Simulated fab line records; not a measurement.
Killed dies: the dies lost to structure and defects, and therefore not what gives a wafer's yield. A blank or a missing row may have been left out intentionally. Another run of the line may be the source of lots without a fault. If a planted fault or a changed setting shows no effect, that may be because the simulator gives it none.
Split-lot study / flow rit cmos / 5 lots, 23 wafers read, on a route of 202 steps

## ON THE SPLIT
At RIT_CONTACT_DEVELOP_07 (develop time 120 s), the setting develop time s was moved away from the recipe's 120 s on 12 of the 23 wafers read, by +6.2% to +8.2%. All remaining wafers had this setting at the recipe value.

## FROM THE SPLIT TO THE READING: what the file shows between them, 3 steps
- RIT_CONTACT_CD_MEAS_08: target cd 1000 nm
- RIT_CONTACT_ETCH_11: etches SiO2 in CHF3/CF4/Ar, stops on TiSi2, target depth 480 nm, time 320 s (also split here: over etch frac)
- RIT_CONTACT_STRIP_12: strips in O2, time 180 s

## THE READING
At RIT_CONTACT_CD_MEAS_90: cd nm in nanometres, against a target cd of 1000 nm. A value of 999.2 nm with a standard deviation of 2.7 nm is what fault-free wafers of this fab line usually give.

wafer=L074.1; tool, chamber at the split=litho track-03, 0; develop time s as run, s=120; against the recipe=recipe; cd nm, nm=1003.7; against lot-mates on the recipe=-
wafer=L074.2; tool, chamber at the split=litho track-03, 0; develop time s as run, s=129.7; against the recipe=+8.1%; cd nm, nm=1007.0; against lot-mates on the recipe=+4.6
wafer=L074.4; tool, chamber at the split=litho track-03, 0; develop time s as run, s=129.7; against the recipe=+8.1%; cd nm, nm=1007.9; against lot-mates on the recipe=+5.5
wafer=L074.5; tool, chamber at the split=litho track-03, 0; develop time s as run, s=129.7; against the recipe=+8.1%; cd nm, nm=1010.4; against lot-mates on the recipe=+8.0
wafer=L074.6; tool, chamber at the split=litho track-03, 0; develop time s as run, s=120; against the recipe=recipe; cd nm, nm=1001.1; against lot-mates on the recipe=-
wafer=L078.1; tool, chamber at the split=litho track-01, 0; develop time s as run, s=129.8; against the recipe=+8.2%; cd nm, nm=1005.4; against lot-mates on the recipe=+5.8
wafer=L078.2; tool, chamber at the split=litho track-01, 0; develop time s as run, s=120; against the recipe=recipe; cd nm, nm=1001.0; against lot-mates on the recipe=-
wafer=L078.3; tool, chamber at the split=litho track-01, 0; develop time s as run, s=120; against the recipe=recipe; cd nm, nm=998.2; against lot-mates on the recipe=-
wafer=L078.4; tool, chamber at the split=litho track-01, 0; develop time s as run, s=129.8; against the recipe=+8.2%; cd nm, nm=1005.6; against lot-mates on the recipe=+6.0
wafer=L078.5; tool, chamber at the split=litho track-01, 0; develop time s as run, s=129.8; against the recipe=+8.2%; cd nm, nm=1004.5; against lot-mates on the recipe=+4.9
wafer=L081.4; tool, chamber at the split=litho track-04, 0; develop time s as run, s=120; against the recipe=recipe; cd nm, nm=999.9; against lot-mates on the recipe=-
wafer=L081.5; tool, chamber at the split=litho track-04, 0; develop time s as run, s=120; against the recipe=recipe; cd nm, nm=999.2; against lot-mates on the recipe=-
wafer=L081.6; tool, chamber at the split=litho track-04, 0; develop time s as run, s=120; against the recipe=recipe; cd nm, nm=1000.8; against lot-mates on the recipe=-
wafer=L082.1; tool, chamber at the split=litho track-01, 0; develop time s as run, s=127.5; against the recipe=+6.2%; cd nm, nm=1003.4; against lot-mates on the recipe=+4.0
wafer=L082.3; tool, chamber at the split=litho track-01, 0; develop time s as run, s=120; against the recipe=recipe; cd nm, nm=1000.6; against lot-mates on the recipe=-
wafer=L082.4; tool, chamber at the split=litho track-01, 0; develop time s as run, s=120; against the recipe=recipe; cd nm, nm=998.1; against lot-mates on the recipe=-
wafer=L082.5; tool, chamber at the split=litho track-01, 0; develop time s as run, s=127.5; against the recipe=+6.2%; cd nm, nm=1001.9; against lot-mates on the recipe=+2.5
wafer=L082.6; tool, chamber at the split=litho track-01, 0; develop time s as run, s=127.5; against the recipe=+6.2%; cd nm, nm=1004.8; against lot-mates on the recipe=+5.4
wafer=L083.1; tool, chamber at the split=litho track-03, 0; develop time s as run, s=120; against the recipe=recipe; cd nm, nm=1001.1; against lot-mates on the recipe=-
wafer=L083.2; tool, chamber at the split=litho track-03, 0; develop time s as run, s=127.7; against the recipe=+6.4%; cd nm, nm=1007.4; against lot-mates on the recipe=+6.5
wafer=L083.3; tool, chamber at the split=litho track-03, 0; develop time s as run, s=127.7; against the recipe=+6.4%; cd nm, nm=1008.6; against lot-mates on the recipe=+7.8
wafer=L083.4; tool, chamber at the split=litho track-03, 0; develop time s as run, s=120; against the recipe=recipe; cd nm, nm=1000.6; against lot-mates on the recipe=-
wafer=L083.5; tool, chamber at the split=litho track-03, 0; develop time s as run, s=127.7; against the recipe=+6.4%; cd nm, nm=1008.6; against lot-mates on the recipe=+7.8

FIT RESULTS
A straight line over all 23 wafers: cd nm changes by +0.811 nm for each +1% of develop time s; r = +0.84; the points scatter about the line by 2 nm.
The same after taking each lot's own level away (the mean of its wafers on the recipe; 23 wafers): +0.774 nm for each +1%; r = +0.90; scatter 1.5 nm.
Per that fit: largest develop time s move, reading shift of 6.3 nm.
The span of the lots' own levels, 999.35 to 1002.40 nm, comes to 1.1 times the standard deviation stated above.
Hence the lot-to-lot level has little effect on the slope; both slopes agree.
Check: for one of the wafers moved furthest among these (+8.2%), held out of the fit, the line's prediction against its lot-mates is +6.47 nm. It came out at +5.8 nm against them.

## OTHER SPLITS APPLIED TO THESE WAFERS
Other splits were also applied to these wafers ahead of the reading. Each is held against what the fit with the lots' levels taken away leaves over:
other split on the same wafers=RIT_SPACER_CVD_03 time s; wafers away from the commonest value=15; r with cd nm (lot level and that fit taken away)=+0.13
other split on the same wafers=RIT_PSD_COAT_01 spin rpm; wafers away from the commonest value=5; r with cd nm (lot level and that fit taken away)=+0.03
other split on the same wafers=RIT_PSD_HARDBAKE_07 temp c; wafers away from the commonest value=7; r with cd nm (lot level and that fit taken away)=+0.40
other split on the same wafers=RIT_SDANNEAL_CLEAN_01 time s; wafers away from the commonest value=10; r with cd nm (lot level and that fit taken away)=-0.49
other split on the same wafers=RIT_CONTACT_CVD_00 time s; wafers away from the commonest value=5; r with cd nm (lot level and that fit taken away)=+0.07
other split on the same wafers=RIT_CONTACT_ETCH_11 over etch frac; wafers away from the commonest value=9; r with cd nm (lot level and that fit taken away)=+0.38

## THE WHOLE CHAIN: every reading that the file lists as answering this split, in the file's order
step=RIT_CONTACT_CD_MEAS_08; what it does=target cd 1000 nm; reading=cd nm; change (the file's fit)=+0.778 nm for each +1% of the setting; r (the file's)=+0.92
step=RIT_CONTACT_ETCH_11; what it does=etches SiO2 in CHF3/CF4/Ar, stops on TiSi2, target depth 480 nm, time 320 s; reading=CONTACT.cd nm (the simulator's own value, which no gauge read); change (the file's fit)=+0.783 nm for each +1% of the setting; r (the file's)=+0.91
step=RIT_CONTACT_CD_MEAS_90; what it does=target cd 1000 nm; reading=cd nm; change (the file's fit)=+0.785 nm for each +1% of the setting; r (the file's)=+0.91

## FILE'S OWN FIT
cd nm changes by +0.785 nm for each +1% of develop time s, r = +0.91.
